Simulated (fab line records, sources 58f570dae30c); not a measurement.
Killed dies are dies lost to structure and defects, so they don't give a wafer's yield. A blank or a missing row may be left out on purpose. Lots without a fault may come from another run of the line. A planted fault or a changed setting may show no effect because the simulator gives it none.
Split-lot experiment | flow berkeley_cmos170 | 5 lots, 23 wafers read, on a route of 331 steps

THE SPLIT
At UCB170_PLDD_COAT_01 (resist thk 900 nm), the setting resist_thk_nm was moved away from the recipe's 900 nm on 6 of the 23 wafers read, by -3.8% to -2.6%. The other wafers ran this setting at the recipe's value.

The reading is taken at the split's own step.

THE READING
KrF_of_PLDD_COAT_01.thk_nm (the simulator's own value, which no gauge read), in nm, at UCB170_PLDD_COAT_01 (resist thk 900 nm). The file gives no usual value for it. The 17 wafers here that ran the recipe average 900.6 nm, standard deviation 2.1 nm.

wafer  | tool, chamber at the split | resist_thk_nm as run, nm | against the recipe | KrF_of_PLDD_COAT_01.thk_nm, nm | against lot-mates on the recipe
L076.1 | litho_track-04, 0          | 876.2                    | -2.6%              | 875.1                          | -26.7
L076.2 | litho_track-04, 0          | 876.2                    | -2.6%              | 875.5                          | -26.3
L076.3 | litho_track-04, 0          | 900                      | recipe             | 901.9                          | -
L076.4 | litho_track-04, 0          | 900                      | recipe             | 901.7                          | -
L076.6 | litho_track-04, 0          | 876.2                    | -2.6%              | 875.3                          | -26.5
L077.1 | litho_track-01, 0          | 900                      | recipe             | 901.6                          | -
L077.2 | litho_track-01, 0          | 900                      | recipe             | 902.9                          | -
L077.3 | litho_track-01, 0          | 900                      | recipe             | 901.3                          | -
L077.4 | litho_track-01, 0          | 900                      | recipe             | 901.3                          | -
L077.6 | litho_track-01, 0          | 900                      | recipe             | 901.5                          | -
L081.1 | litho_track-01, 0          | 900                      | recipe             | 904                            | -
L081.2 | litho_track-01, 0          | 900                      | recipe             | 900.8                          | -
L081.4 | litho_track-01, 0          | 900                      | recipe             | 899.3                          | -
L081.5 | litho_track-01, 0          | 900                      | recipe             | 903.3                          | -
L081.6 | litho_track-01, 0          | 900                      | recipe             | 899.7                          | -
L079.1 | litho_track-03, 0          | 865.6                    | -3.8%              | 863.2                          | -34.3
L079.2 | litho_track-03, 0          | 865.6                    | -3.8%              | 865.5                          | -32.0
L079.4 | litho_track-03, 0          | 900                      | recipe             | 898.8                          | -
L079.5 | litho_track-03, 0          | 900                      | recipe             | 896.2                          | -
L079.6 | litho_track-03, 0          | 865.6                    | -3.8%              | 864.7                          | -32.8
L083.1 | litho_track-03, 0          | 900                      | recipe             | 899                            | -
L083.5 | litho_track-03, 0          | 900                      | recipe             | 896.9                          | -
L083.6 | litho_track-03, 0          | 900                      | recipe             | 899.5                          | -

THE FIT
A straight line over all 23 wafers: KrF_of_PLDD_COAT_01.thk_nm changes by +9.48 nm for each +1% of resist_thk_nm; r = +0.99; the points scatter about the line by 1.9 nm.
The same after taking each lot's own level away (the mean of its wafers on the recipe; 23 wafers): +9.05 nm for each +1%; r = +0.99; scatter 1.6 nm.
On that fit, the largest move of resist_thk_nm shifts the reading by 35 nm.
The lots' own levels span 897.50 to 901.80 nm, that is 2.1 times the standard deviation above.
So the lot-to-lot level changes the slope little: the two slopes agree.
Check: with one of the wafers moved furthest among these (-3.8%) left out of the fit, the line predicts -34.8 nm for it against its lot-mates. It came out at -34.3 nm against them.

OTHER SPLITS ON THESE WAFERS
These wafers also went through other splits before the reading. Each is held against what the fit with the lots' levels taken away leaves over:
other split on the same wafers   | wafers away from the commonest value | r with KrF_of_PLDD_COAT_01.thk_nm (lot level and that fit taken away)
UCB170_PVT_COAT_01 resist_thk_nm | 8                                    | +0.21

THE WHOLE CHAIN: every reading that the file lists as answering this split, in the file's order
step                 | what it does      | reading                                                                     | change (the file's fit)              | r (the file's)
UCB170_PLDD_COAT_01  | resist thk 900 nm | KrF_of_PLDD_COAT_01.thk_nm (the simulator's own value, which no gauge read) | +9.08 nm for each +1% of the setting | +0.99
UCB170_PLDD_STRIP_10 | strips in O2      | strip_time_to_endpoint_s                                                    | withheld for each +1% of the setting | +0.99

THE FILE'S OWN FIT
KrF_of_PLDD_COAT_01.thk_nm changes by +9.08 nm for each +1% of resist_thk_nm, r = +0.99.
